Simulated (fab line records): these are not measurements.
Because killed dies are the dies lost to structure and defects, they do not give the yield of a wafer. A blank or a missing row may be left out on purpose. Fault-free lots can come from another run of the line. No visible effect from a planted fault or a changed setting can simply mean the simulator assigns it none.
A lot that was struck, set against a sound lot -- flow berkeleyCmos170 -- 15 out of 331 route steps
Sound: these wafers, L422.1, L422.2, L422.6. Struck: wafer L434.5 (left out: L434.4, L434.6 of the same lot, which were not struck); the cause appears at the end.
For every step that has rows: the tool of each side, followed by ch and its chambers, followed by its first start. Under that, the readings that differ: sound wafers -- struck wafers -- difference of the means -- sigmas: that difference in standard deviations of wafers without a fault.
alike: a reading whose means differ by less than 2 such deviations, as well as words and numbers matching on both sides. not compared: withheld readings; readings where some wafer has no value; bounds like >300 that might hide an equal value; numbers whose values overlap and for which the record gives no deviation.
The two part at a step that has a row with sigmas, a row that says differs or no value, or rows on one side only. Numbers that have no deviation but don't overlap get no sigmas and don't part them. Lack of a reading on every wafer of one side parts them only where that side has two or more wafers.

UCB170_V1_CMP_02: polishes SiO2.
  sound on cmp-02 ch 0,1,2, day 7 07:38; struck on cmp-01 ch 1, day 9 13:50
  alike: motorCurrentA, platenRpm
UCB170_V1_BOW_MEAS_03:
  sound on filmMetro-04 at day 7 07:56; struck on filmMetro-03 at day 9 14:12
  alike: V1_BOW
UCB170_V1_THK_MEAS_04:
  sound on filmMetro-04 at day 7 08:03; struck on filmMetro-03 at day 9 14:17
  alike: V1_POLISHED_THK
then, 7 steps without rows for these wafers: UCB170_V1_CLEAN_05 (cleans in DIW); UCB170_V1_HMDS_06 (prime time 60 s); UCB170_V1_COAT_07 (resist thk 900 nm); UCB170_V1_SOFTBAKE_08 (time 60 s); UCB170_V1_EXPOSE_09 (exposes mask VIA1, target cd 700 nm); UCB170_V1_PEB_10; UCB170_V1_DEVELOP_11 (develop time 45 s).
UCB170_V1_CD_MEAS_12: the cd target is 700 nm.
  sound on cdSem-02 at day 7 09:56; struck on cdSem-01 at day 9 17:02
  alike: cdNm
UCB170_V1_OVL_MEAS_13:
  sound on overlay-01 at day 7 10:03; struck on overlay-01 at day 9 17:07
  alike: V1_OVL
UCB170_V1_ETCH_14: etches SiO2 in CHF3/CF4/Ar, stops on Al, target depth 1250 nm, time 291 s.
  sound on rieDiel-03 ch 0,1,2, day 7 10:05; struck on rieDiel-04 ch 1, day 9 17:08
reading,sound,struck,difference,sigmas
oesProductAu (a.u.),0.854 0.874 0.868,0.836,-0.029,-3
model.KrF_of_V1_COAT_07.thkNm (nm),616.2 616.4 614.8,678.4,+62.6,
model.V1.featureDepthNm (nm),1000 997.6 1001,938.4,-61.1,
model.etch.depthNm (nm),1000 997.6 1001,938.4,-61.1,
  alike: chamberPressureMTorr, drypumpMotorCurrentA, throttleValvePct
  not compared: rfHoursCounterH
UCB170_V1_STRIP_15: strips in O2.
  sound on plasmaAsher-04 ch 0,1, day 7 10:16; struck on plasmaAsher-02 ch 1, day 9 17:21
reading,sound,struck,difference,sigmas
stripTimeToEndpointS (s),15.44 15.46 15.42,16.87,+1.43,+12
  alike: chamberPressureMTorr, drypumpMotorCurrentA, oesProductAu
  not compared: rfHoursCounterH
UCB170_V1_CD_MEAS_90: the cd target is 700 nm.
  sound on cdSem-01 at day 7 10:22; struck on cdSem-02 at day 9 17:28
  alike: cdNm

## WHERE THEY PART
First at UCB170_V1_ETCH_14; last, within this record, at UCB170_V1_STRIP_15. Later steps at which nothing parts them and some readings are alike: UCB170_V1_CD_MEAS_90.

WHY: what had been put in by the simulator
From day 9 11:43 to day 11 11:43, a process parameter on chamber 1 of rieDiel-04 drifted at UCB170_V1_ETCH_14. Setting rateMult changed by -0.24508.
